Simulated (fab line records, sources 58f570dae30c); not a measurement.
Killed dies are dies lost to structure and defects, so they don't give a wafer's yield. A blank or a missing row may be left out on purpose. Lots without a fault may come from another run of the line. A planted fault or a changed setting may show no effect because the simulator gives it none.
Which tool did it? | flow berkeley_cmos170 | 14 lots, 42 wafers sampled, at 5 steps of a route of 331

WHAT THE GAUGES READ, wafer by wafer
UCB170_SDANNEAL_RS_MEAS_02: measures by four-point-probe. Usual: PSD_RS 75.6 ohm/sq, standard deviation 0.36.
lot  | measured     | on            | PSD_RS (ohm/sq) | flag
L906 | day 7 03:50  | film_metro-02 | 74.9 75.3 75.5  |
L907 | day 8 00:07  | film_metro-03 | 75.2 75.4 75.4  |
L912 | day 8 07:25  | film_metro-02 | 75.2 75.2 74.9  |
L910 | day 8 08:44  | film_metro-03 | 75.1 75.0 75.1  |
L911 | day 8 08:56  | film_metro-02 | 76.2 76.4 76.4  |
L913 | day 9 03:05  | film_metro-04 | 75.8 75.9 75.6  |
L915 | day 9 03:40  | film_metro-03 | 74.9 75.2 75.1  |
L917 | day 9 13:29  | film_metro-04 | 75.7 75.4 75.7  |
L916 | day 9 13:41  | film_metro-02 | 75.6 75.4 76.0  |
L921 | day 11 01:51 | film_metro-04 | 75.7 75.7 75.4  |
L923 | day 11 13:26 | film_metro-03 | 75.4 75.5 75.5  |
L924 | day 11 13:37 | film_metro-02 | 75.9 75.4 75.2  |
L926 | day 11 13:59 | film_metro-03 | 75.6 75.5 75.8  |
L928 | day 12 08:04 | film_metro-04 | 76.1 75.7 75.6  |

UCB170_SDANNEAL_RS_MEAS_03: measures by four-point-probe. Usual: NSD_RS 37.29 ohm/sq, standard deviation 0.089.
lot  | measured     | on            | NSD_RS (ohm/sq)   | flag
L906 | day 7 03:58  | film_metro-02 | 37.30 37.33 37.26 |
L907 | day 8 00:14  | film_metro-03 | 37.29 37.24 37.24 |
L912 | day 8 07:32  | film_metro-02 | 37.17 37.09 37.15 |
L910 | day 8 08:51  | film_metro-03 | 37.10 37.21 37.09 |
L911 | day 8 09:04  | film_metro-02 | 37.28 37.23 37.33 |
L913 | day 9 03:13  | film_metro-04 | 37.28 37.36 37.43 |
L915 | day 9 03:47  | film_metro-03 | 37.20 37.20 37.25 |
L917 | day 9 13:36  | film_metro-04 | 37.26 37.33 37.31 |
L916 | day 9 13:48  | film_metro-02 | 37.40 37.32 37.25 |
L921 | day 11 01:58 | film_metro-04 | 37.35 37.30 37.34 |
L923 | day 11 13:34 | film_metro-03 | 37.62 37.71 37.59 | OFF
L924 | day 11 13:44 | film_metro-02 | 37.34 37.28 37.41 |
L926 | day 11 14:07 | film_metro-03 | 37.63 37.68 37.61 | OFF
L928 | day 12 08:11 | film_metro-04 | 37.48 37.46 37.43 |

WHICH TOOL RAN EACH LOT (tool, then ch and the chambers of the sampled wafers, then the start)
lot  | UCB170_NSD_IMPLANT_08           | UCB170_SDANNEAL_RTA_00           | UCB170_SDANNEAL_RTA_01
L906 | implanter-01 ch 0, day 7 02:29  | rtp_anneal-02 ch 0, day 7 03:43  | rtp_anneal-02 ch 0, day 7 03:47
L907 | implanter-01 ch 0, day 7 22:35  | rtp_anneal-02 ch 0, day 7 23:59  | rtp_anneal-02 ch 0, day 8 00:03
L912 | implanter-01 ch 0, day 8 06:02  | rtp_anneal-01 ch 0, day 8 07:16  | rtp_anneal-01 ch 0, day 8 07:20
L910 | implanter-03 ch 0, day 8 07:00  | rtp_anneal-02 ch 0, day 8 08:37  | rtp_anneal-02 ch 0, day 8 08:40
L911 | implanter-04 ch 0, day 8 07:25  | rtp_anneal-02 ch 0, day 8 08:49  | rtp_anneal-02 ch 0, day 8 08:52
L913 | implanter-04 ch 0, day 9 01:05  | rtp_anneal-02 ch 0, day 9 02:58  | rtp_anneal-02 ch 0, day 9 03:02
L915 | implanter-03 ch 0, day 9 01:21  | rtp_anneal-01 ch 0, day 9 03:32  | rtp_anneal-01 ch 0, day 9 03:37
L917 | implanter-04 ch 0, day 9 12:08  | rtp_anneal-01 ch 0, day 9 13:20  | rtp_anneal-01 ch 0, day 9 13:23
L916 | implanter-03 ch 0, day 9 12:19  | rtp_anneal-02 ch 0, day 9 13:32  | rtp_anneal-02 ch 0, day 9 13:37
L921 | implanter-04 ch 0, day 11 00:16 | rtp_anneal-01 ch 0, day 11 01:43 | rtp_anneal-01 ch 0, day 11 01:46
L923 | implanter-03 ch 0, day 11 12:02 | rtp_anneal-02 ch 0, day 11 13:18 | rtp_anneal-02 ch 0, day 11 13:22
L924 | implanter-04 ch 0, day 11 12:08 | rtp_anneal-01 ch 0, day 11 13:29 | rtp_anneal-01 ch 0, day 11 13:33
L926 | implanter-03 ch 0, day 11 12:32 | rtp_anneal-01 ch 0, day 11 13:52 | rtp_anneal-01 ch 0, day 11 13:56
L928 | implanter-01 ch 0, day 12 06:35 | rtp_anneal-01 ch 0, day 12 07:56 | rtp_anneal-01 ch 0, day 12 08:01
- UCB170_NSD_IMPLANT_08
- UCB170_SDANNEAL_RTA_00: time 10 s.
- UCB170_SDANNEAL_RTA_01: time 5 s.

WHAT THE TOOLS THEMSELVES READ (means of the sampled wafers that have a number; where no wafer has one, the mark that the record gives instead)
UCB170_NSD_IMPLANT_08. Usual: dose_ions_cm2 3e+15, standard deviation 3.5e+12.
lot  | tool         | dose_ions_cm2 | flag
L906 | implanter-01 | 3e+15         |
L907 | implanter-01 | 3e+15         |
L912 | implanter-01 | 3e+15         |
L910 | implanter-03 | 3e+15         |
L911 | implanter-04 | 3e+15         |
L913 | implanter-04 | 3e+15         |
L915 | implanter-03 | 3e+15         |
L917 | implanter-04 | 3e+15         |
L916 | implanter-03 | 3e+15         |
L921 | implanter-04 | 3e+15         |
L923 | implanter-03 | 3e+15         |
L924 | implanter-04 | 3e+15         |
L926 | implanter-03 | 3e+15         |
L928 | implanter-01 | 3e+15         |

UCB170_SDANNEAL_RTA_00. Usual: lamp_power_pct 25.0 %, standard deviation 0.85; wafer_temp_C_max 903.4, standard deviation 0.7.
lot  | tool          | lamp_power_pct (%) | wafer_temp_C_max | flag
L906 | rtp_anneal-02 | 25.7               | 904.2            |
L907 | rtp_anneal-02 | 25.7               | 902.9            |
L912 | rtp_anneal-01 | 23.9               | 903.9            |
L910 | rtp_anneal-02 | 25.7               | 903.0            |
L911 | rtp_anneal-02 | 25.7               | 903.9            |
L913 | rtp_anneal-02 | 25.7               | 903.5            |
L915 | rtp_anneal-01 | 24.0               | 902.6            |
L917 | rtp_anneal-01 | 23.9               | 903.9            |
L916 | rtp_anneal-02 | 25.7               | 903.2            |
L921 | rtp_anneal-01 | 24.0               | 902.9            |
L923 | rtp_anneal-02 | 25.7               | 903.1            |
L924 | rtp_anneal-01 | 24.0               | 902.8            |
L926 | rtp_anneal-01 | 23.9               | 902.8            |
L928 | rtp_anneal-01 | 24.0               | 903.4            |

UCB170_SDANNEAL_RTA_01. Usual: lamp_power_pct 38.5 %, standard deviation 1.3; wafer_temp_C_max 1054.0, standard deviation 0.79.
lot  | tool          | lamp_power_pct (%) | wafer_temp_C_max | flag
L906 | rtp_anneal-02 | 39.7               | 1053.4           |
L907 | rtp_anneal-02 | 39.7               | 1053.6           |
L912 | rtp_anneal-01 | 37.0               | 1053.9           |
L910 | rtp_anneal-02 | 39.7               | 1054.4           |
L911 | rtp_anneal-02 | 39.7               | 1053.5           |
L913 | rtp_anneal-02 | 39.7               | 1054.6           |
L915 | rtp_anneal-01 | 37.0               | 1054.9           |
L917 | rtp_anneal-01 | 37.0               | 1053.9           |
L916 | rtp_anneal-02 | 39.7               | 1054.0           |
L921 | rtp_anneal-01 | 37.0               | 1054.5           |
L923 | rtp_anneal-02 | 39.7               | 1053.9           |
L924 | rtp_anneal-01 | 37.0               | 1054.1           |
L926 | rtp_anneal-01 | 37.0               | 1054.1           |
L928 | rtp_anneal-01 | 36.9               | 1054.6           |

THE ANSWER, worked out from the rows above alone
Rule: a lot is off if the mean of its wafers that have a number lies more than 3 standard deviations from the usual mean. A lot without any number at a reading at which 4 lots or more have one is off too. The other lots that the step has rows for count as sound. The gauges are gone through in route order, then the tools' own readings, and for those a lot's mean is taken as printed above. The first step at which some lot is off is used, and at that step the reading that is off furthest; a lot without a number counts as furthest.
Off: L923, L926, at UCB170_SDANNEAL_RS_MEAS_03 (NSD_RS).
A tool fits if, at a process step before that reading, it ran every lot that is off, and no sound lot after the first of them. The gauges at UCB170_SDANNEAL_RS_MEAS_03 are tried like those tools. Can't be told from this: 2 tools fit, implanter-03 at UCB170_NSD_IMPLANT_08, film_metro-03 at UCB170_SDANNEAL_RS_MEAS_03.

WHAT THE SIMULATOR HAD PUT IN
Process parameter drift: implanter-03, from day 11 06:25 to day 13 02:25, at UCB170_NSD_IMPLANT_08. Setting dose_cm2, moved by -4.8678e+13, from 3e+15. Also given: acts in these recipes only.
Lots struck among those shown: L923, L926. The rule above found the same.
